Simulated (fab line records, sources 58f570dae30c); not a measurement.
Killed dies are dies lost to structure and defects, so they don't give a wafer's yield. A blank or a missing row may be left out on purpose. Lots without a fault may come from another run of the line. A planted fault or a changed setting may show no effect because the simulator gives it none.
Which tool did it? | flow berkeley_cmos170 | 14 lots, 42 wafers sampled, at 4 steps of a route of 331

WHAT THE GAUGES READ, wafer by wafer
UCB170_M2_CD_MEAS_90: target cd 700 nm. Usual: cd_nm 700 nm, standard deviation 3.4.
lot  | measured     | on        | cd_nm (nm)  | flag
L739 | day 8 15:11  | cd_sem-02 | 701 703 707 |
L742 | day 9 09:13  | cd_sem-01 | 697 702 696 |
L740 | day 9 05:29  | cd_sem-01 | 707 707 700 |
L741 | day 9 08:50  | cd_sem-01 | 701 695 700 |
L744 | day 10 03:26 | cd_sem-01 | 699 699 694 |
L746 | day 10 03:59 | cd_sem-01 | 705 700 696 |
L751 | day 11 00:47 | cd_sem-01 | 701 697 701 |
L747 | day 11 01:14 | cd_sem-02 | 702 701 698 |
L757 | day 12 06:31 | cd_sem-02 | 700 706 705 |
L758 | day 12 14:46 | cd_sem-01 | 699 704 703 |
L759 | day 13 15:02 | cd_sem-01 | 697 701 698 |
L760 | day 13 14:24 | cd_sem-01 | 705 695 704 |
L761 | day 13 15:11 | cd_sem-02 | 702 701 700 |
L762 | day 13 15:02 | cd_sem-02 | 705 696 694 |

WHICH TOOL RAN EACH LOT (tool, then ch and the chambers of the sampled wafers, then the start)
lot  | UCB170_CONTACT_STRIP_19              | UCB170_M1_SPUTTER_00         | UCB170_M2_STRIP_07
L739 | plasma_asher-04 ch 0,1, day 8 04:55  | pvd_sputter-01, day 8 05:20  | plasma_asher-03 ch 0,1, day 8 12:44
L742 | plasma_asher-03 ch 0, day 8 18:03    | pvd_sputter-02, day 8 18:29  | plasma_asher-03 ch 0,1, day 9 06:17
L740 | plasma_asher-01 ch 1, day 8 18:19    | pvd_sputter-01, day 8 18:44  | plasma_asher-01 ch 0,1, day 9 01:51
L741 | plasma_asher-01 ch 0,1, day 8 19:27  | pvd_sputter-02, day 8 19:52  | plasma_asher-02 ch 0, day 9 06:10
L744 | plasma_asher-03 ch 0,1, day 9 13:58  | pvd_sputter-03, day 9 14:22  | plasma_asher-01 ch 0,1, day 10 00:18
L746 | plasma_asher-01 ch 0,1, day 9 14:02  | pvd_sputter-02, day 9 14:34  | plasma_asher-03 ch 0,1, day 10 01:01
L751 | plasma_asher-04 ch 0,1, day 10 11:27 | pvd_sputter-02, day 10 12:04 | plasma_asher-01 ch 0,1, day 10 22:37
L747 | plasma_asher-01 ch 0,1, day 10 12:13 | pvd_sputter-03, day 10 12:54 | plasma_asher-01 ch 1, day 10 23:00
L757 | plasma_asher-01 ch 0,1, day 11 20:51 | pvd_sputter-03, day 11 21:14 | plasma_asher-02 ch 0,1, day 12 04:37
L758 | plasma_asher-04 ch 0,1, day 12 05:44 | pvd_sputter-02, day 12 06:17 | plasma_asher-02 ch 0,1, day 12 13:05
L759 | plasma_asher-04 ch 0,1, day 12 07:27 | pvd_sputter-01, day 12 08:01 | plasma_asher-01 ch 0,1, day 13 12:20
L760 | plasma_asher-03 ch 0,1, day 12 07:41 | pvd_sputter-02, day 12 08:11 | plasma_asher-03 ch 0,1, day 13 11:53
L761 | plasma_asher-01 ch 0,1, day 12 20:01 | pvd_sputter-02, day 12 20:22 | plasma_asher-01 ch 0,1, day 13 12:46
L762 | plasma_asher-04 ch 0,1, day 12 23:09 | pvd_sputter-01, day 12 23:32 | plasma_asher-03 ch 0, day 13 12:44
- UCB170_CONTACT_STRIP_19: strips in O2.
- UCB170_M1_SPUTTER_00: material Al, target thk 600 nm, time 80 s.
- UCB170_M2_STRIP_07: strips in O2.

WHAT THE TOOLS THEMSELVES READ (means of the sampled wafers that have a number; where no wafer has one, the mark that the record gives instead)
UCB170_CONTACT_STRIP_19. Usual: drypump_motor_current_A 5.5 A, standard deviation 0.33; o2_flow_sccm 400.1 sccm, standard deviation 1.1; oes_product_au 0.725 a.u., standard deviation 0.0048.
lot  | tool            | drypump_motor_current_A (A) | o2_flow_sccm (sccm) | oes_product_au (a.u.) | flag
L739 | plasma_asher-04 | 5.5                         | 401.2               | 0.724                 |
L742 | plasma_asher-03 | 5.6                         | 402.0               | 0.725                 |
L740 | plasma_asher-01 | 5.8                         | 397.9               | 0.726                 |
L741 | plasma_asher-01 | 5.6                         | 400.4               | 0.725                 |
L744 | plasma_asher-03 | 5.6                         | 399.0               | 0.725                 |
L746 | plasma_asher-01 | 5.6                         | 400.0               | 0.726                 |
L751 | plasma_asher-04 | 5.8                         | 400.2               | 0.722                 |
L747 | plasma_asher-01 | 5.3                         | 400.0               | 0.723                 |
L757 | plasma_asher-01 | 5.6                         | 400.3               | 0.725                 |
L758 | plasma_asher-04 | 5.5                         | 399.1               | 0.729                 |
L759 | plasma_asher-04 | 5.8                         | 400.1               | 0.721                 |
L760 | plasma_asher-03 | 5.6                         | 399.9               | 0.728                 |
L761 | plasma_asher-01 | 5.5                         | 401.0               | 0.726                 |
L762 | plasma_asher-04 | 5.8                         | 399.9               | 0.728                 |

UCB170_M1_SPUTTER_00. Usual: throttle_valve_pct 30.0 %, standard deviation 0.72.
lot  | tool           | throttle_valve_pct (%) | flag
L739 | pvd_sputter-01 | 30.3                   |
L742 | pvd_sputter-02 | 29.6                   |
L740 | pvd_sputter-01 | 29.7                   |
L741 | pvd_sputter-02 | 30.0                   |
L744 | pvd_sputter-03 | 29.8                   |
L746 | pvd_sputter-02 | 30.9                   |
L751 | pvd_sputter-02 | 29.5                   |
L747 | pvd_sputter-03 | 30.1                   |
L757 | pvd_sputter-03 | 30.0                   |
L758 | pvd_sputter-02 | 30.0                   |
L759 | pvd_sputter-01 | 30.7                   |
L760 | pvd_sputter-02 | 30.1                   |
L761 | pvd_sputter-02 | 29.9                   |
L762 | pvd_sputter-01 | 29.6                   |

UCB170_M2_STRIP_07. Usual: drypump_motor_current_A 5.48 A, standard deviation 0.27; o2_flow_sccm 399.9 sccm, standard deviation 1.1; oes_product_au 0.734 a.u., standard deviation 0.0045; strip_time_to_endpoint_s 21.93 s, standard deviation 0.061.
lot  | tool            | drypump_motor_current_A (A) | o2_flow_sccm (sccm) | oes_product_au (a.u.) | strip_time_to_endpoint_s (s) | flag
L739 | plasma_asher-03 | 5.59                        | 400.5               | 0.733                 | 21.88                        |
L742 | plasma_asher-03 | 5.61                        | 400.8               | 0.731                 | 21.98                        |
L740 | plasma_asher-01 | 5.27                        | 399.8               | 0.733                 | 21.94                        |
L741 | plasma_asher-02 | 5.33                        | 400.8               | 0.730                 | 21.88                        |
L744 | plasma_asher-01 | 5.55                        | 399.3               | 0.735                 | 21.88                        |
L746 | plasma_asher-03 | 5.59                        | 400.2               | 0.734                 | 21.92                        |
L751 | plasma_asher-01 | 5.33                        | 318.5               | 0.717                 | 22.72                        | OFF
L747 | plasma_asher-01 | 5.80                        | 319.1               | 0.714                 | 22.73                        | OFF
L757 | plasma_asher-02 | 5.36                        | 401.2               | 0.731                 | 21.87                        |
L758 | plasma_asher-02 | 5.36                        | 401.8               | 0.735                 | 21.96                        |
L759 | plasma_asher-01 | 5.56                        | 399.5               | 0.733                 | 21.93                        |
L760 | plasma_asher-03 | 5.60                        | 398.9               | 0.737                 | 21.94                        |
L761 | plasma_asher-01 | 5.54                        | 399.9               | 0.734                 | 21.99                        |
L762 | plasma_asher-03 | 5.60                        | 400.4               | 0.733                 | 22.01                        |

THE ANSWER, worked out from the rows above alone
Rule: a lot is off if the mean of its wafers that have a number lies more than 3 standard deviations from the usual mean. A lot without any number at a reading at which 4 lots or more have one is off too. The other lots that the step has rows for count as sound. The gauges are gone through in route order, then the tools' own readings, and for those a lot's mean is taken as printed above. The first step at which some lot is off is used, and at that step the reading that is off furthest; a lot without a number counts as furthest.
Off: L751, L747, at UCB170_M2_STRIP_07 (o2_flow_sccm).
A tool fits if, at that step or a process step before it, it ran every lot that is off, and no sound lot after the first of them. None of those tried fits.

WHAT THE SIMULATOR HAD PUT IN
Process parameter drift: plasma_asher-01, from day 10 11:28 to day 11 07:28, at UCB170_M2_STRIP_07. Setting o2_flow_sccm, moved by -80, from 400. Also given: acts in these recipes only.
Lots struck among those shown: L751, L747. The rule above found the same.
